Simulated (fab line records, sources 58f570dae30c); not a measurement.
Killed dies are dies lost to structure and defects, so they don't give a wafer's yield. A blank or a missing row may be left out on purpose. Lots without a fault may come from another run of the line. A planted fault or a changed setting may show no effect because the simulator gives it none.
Problem report in the 8D (eight disciplines) form, filled by code | flow berkeley_cmos170 | the parts of the form that need people (team, actions taken, sign-off) are left out

1. THE PROBLEM
strip_time_to_endpoint_s at UCB170_BACKSIDE_STRIP_03 reads a mean of 24.39 s on 6 wafers of 2 lots; wafers without a fault read 21.97 s with a standard deviation of 0.06. That is +40 standard deviations from the usual mean.
The step: strips in O2.
First seen on wafer L932.1, day 9 07:31, on plasma_asher-03. The record holds 42 wafers of 14 lots with a number at this step. Rule for "out", or "out of limits": more than 4 standard deviations from the usual mean. The other wafers with a number count as sound.

2. WHAT IT IS AND WHAT IT IS NOT
question                    | is                               | is not
which readings at this step | strip_time_to_endpoint_s         | drypump_motor_current_A
which lots                  | L932, L934                       | L920, L921, L924, L926, L927, L928, L929, L930, L933, L937, L939, L941
which wafers of those lots  | all that have a number           | -
read on which tools         | plasma_asher-01, plasma_asher-03 | plasma_asher-02
when                        | from day 9 07:31                 | up to then (24 sound wafers); but 12 sound wafers of L933, L937, L939, L941 came after

3. SUSPECTS, AND WHAT RULES EACH OUT
Counting: a tool at a process step up to the reading stays a suspect if it ran every lot that is out and no sound lot after the first of them.
- litho_track-01 at UCB170_BACKSIDE_COAT_01 (resist thk 900 nm): kept. It ran every lot that is out, first L932 (day 9 07:13), and no sound lot after that; its last sound lot up to then is L930 (day 9 06:46).
Left after counting: litho_track-01 at UCB170_BACKSIDE_COAT_01.

4. THE CAUSE (what the simulator had put in)
Process parameter drift: litho_track-01, from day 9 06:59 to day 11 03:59, at UCB170_BACKSIDE_COAT_01. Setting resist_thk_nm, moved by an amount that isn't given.
Counting left only this tool.

5. THE CHAIN OF EFFECTS, in route order
Each row: a reading whose mean over the struck wafers that have a number lies more than 3 standard deviations from the usual. Only readings for which the record gives a usual standard deviation are gone through. hours: the time from each lot's start at the first step in this table that gives one to its start at this step, as a median over the lots. sigmas: the change in usual standard deviations.
hours | step                     | reading                  | usual   | on struck wafers | change | sigmas
0     | UCB170_BACKSIDE_STRIP_03 | strip_time_to_endpoint_s | 21.97 s | 24.39            | +2.42  | +40
The process steps in it:
- UCB170_BACKSIDE_STRIP_03: strips in O2.
Later measuring or inspecting steps at which every struck wafer that the step has a row for has a number for every such reading, and none has moved that far: UCB170_M3_RS_MEAS_02.

6. WHAT WOULD HAVE CAUGHT IT SOONER
In this record the first reading out of limits was taken at day 9 07:31, 1 hour after the fault began at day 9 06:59.
Of the lots that are out (2), L934 began UCB170_BACKSIDE_COAT_01 on litho_track-01 after day 9 07:31. A hold on the tool at that time would have spared it.
